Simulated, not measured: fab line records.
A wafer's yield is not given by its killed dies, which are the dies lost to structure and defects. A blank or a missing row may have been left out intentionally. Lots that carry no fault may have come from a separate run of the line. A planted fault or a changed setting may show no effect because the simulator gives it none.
Code-filled problem report in 8D (eight disciplines) form    flow berkeley cmos170    the parts of the form that need people (team, actions taken, sign-off) are left out

== 1. THE PROBLEM ==
Mean WELLDRIVE_OXIDE_THK at UCB170_WELLDRIVE_THK_MEAS_02: 117 nm over 6 wafers in 2 lots; fault-free wafers: 199 nm, standard deviation 3.7. Measured from the usual mean, that is -22 standard deviations.
The first sign was on wafer L582.1 at day 8 01:41, on film metro-03. The record holds 42 wafers of 14 lots with a number at this step. Rule for "out" (also "out of limits"): further than 4 standard deviations from the usual mean. Any other wafer with a number is counted as sound.

== 2. WHAT IT IS, AND WHAT IT ISN'T ==
question                     is                            is not
which readings at this step  WELLDRIVE_OXIDE_THK           -
which lots                   L581, L582                    L560, L564, L565, L566, L567, L568, L571, L572, L574, L575, L576, L578
which wafers of those lots   all that have a number        -
read on which gauges         film metro-02, film metro-03  film metro-01
when                         from day 8 01:41              up to then (36 sound wafers)

== 3. WHAT RULES OUT EACH SUSPECT ==
Counting: a tool at any process step up to the reading remains a suspect when it ran all the lots that are out and ran no sound lot after the first of those.
- the gauge at UCB170_WELLDRIVE_THK_MEAS_02: ruled out. The wafers that are out were read on 2 gauges (film metro-02, film metro-03).
- furnace-02 at UCB170_WELLDRIVE_OXIDATION_01 (target thk 199 nm, ox time 9000 s): kept. Every lot that is out went through it, starting with L582 (day 7 22:11), and after that it ran no sound lot; the last sound lot it ran before then is L578 (day 7 02:59).
After counting, what remains is furnace-02 at UCB170_WELLDRIVE_OXIDATION_01.

== 4. THE CAUSE (what the simulator had put in) ==
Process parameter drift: furnace-02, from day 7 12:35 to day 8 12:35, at UCB170_WELLDRIVE_OXIDATION_01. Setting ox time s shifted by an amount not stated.
Only this tool survived the counting.

== 5. THE EFFECT CHAIN, in route order ==
Each row: a reading whose mean over the struck wafers that have a number lies more than 3 standard deviations from the usual. Readings are gone through only where the record gives a usual standard deviation; hours: the median, over the lots, of the time from a lot's start at the first step in this table giving one to that lot's start at this step; sigmas: the change measured in usual standard deviations.
hours  step                          reading              usual   on struck wafers  change  sigmas
0      UCB170_WELLDRIVE_THK_MEAS_02  WELLDRIVE_OXIDE_THK  199 nm  117               -82     -22
At these later measuring or inspecting steps, every struck wafer for which the step has a row has a number for every such reading, and none has moved that far: UCB170_ACTIVE_CD_MEAS_90, UCB170_GATE_THK_MEAS_02.

== 6. WHAT WOULD HAVE CAUGHT IT SOONER ==
Counted from the fault's start at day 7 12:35, it took 13 hours until the first out-of-limits reading at a measuring or inspecting step in this record, taken at day 8 01:41.
No tool reading at UCB170_WELLDRIVE_OXIDATION_01 that has a usual standard deviation in the record was out on any struck wafer, so an alarm limit of 4 standard deviations on those readings would not have fired.
Among the 2 lots that are out, L581 began UCB170_WELLDRIVE_OXIDATION_01 on furnace-02 after day 8 01:41. It would have been spared by a hold on the tool at that moment.
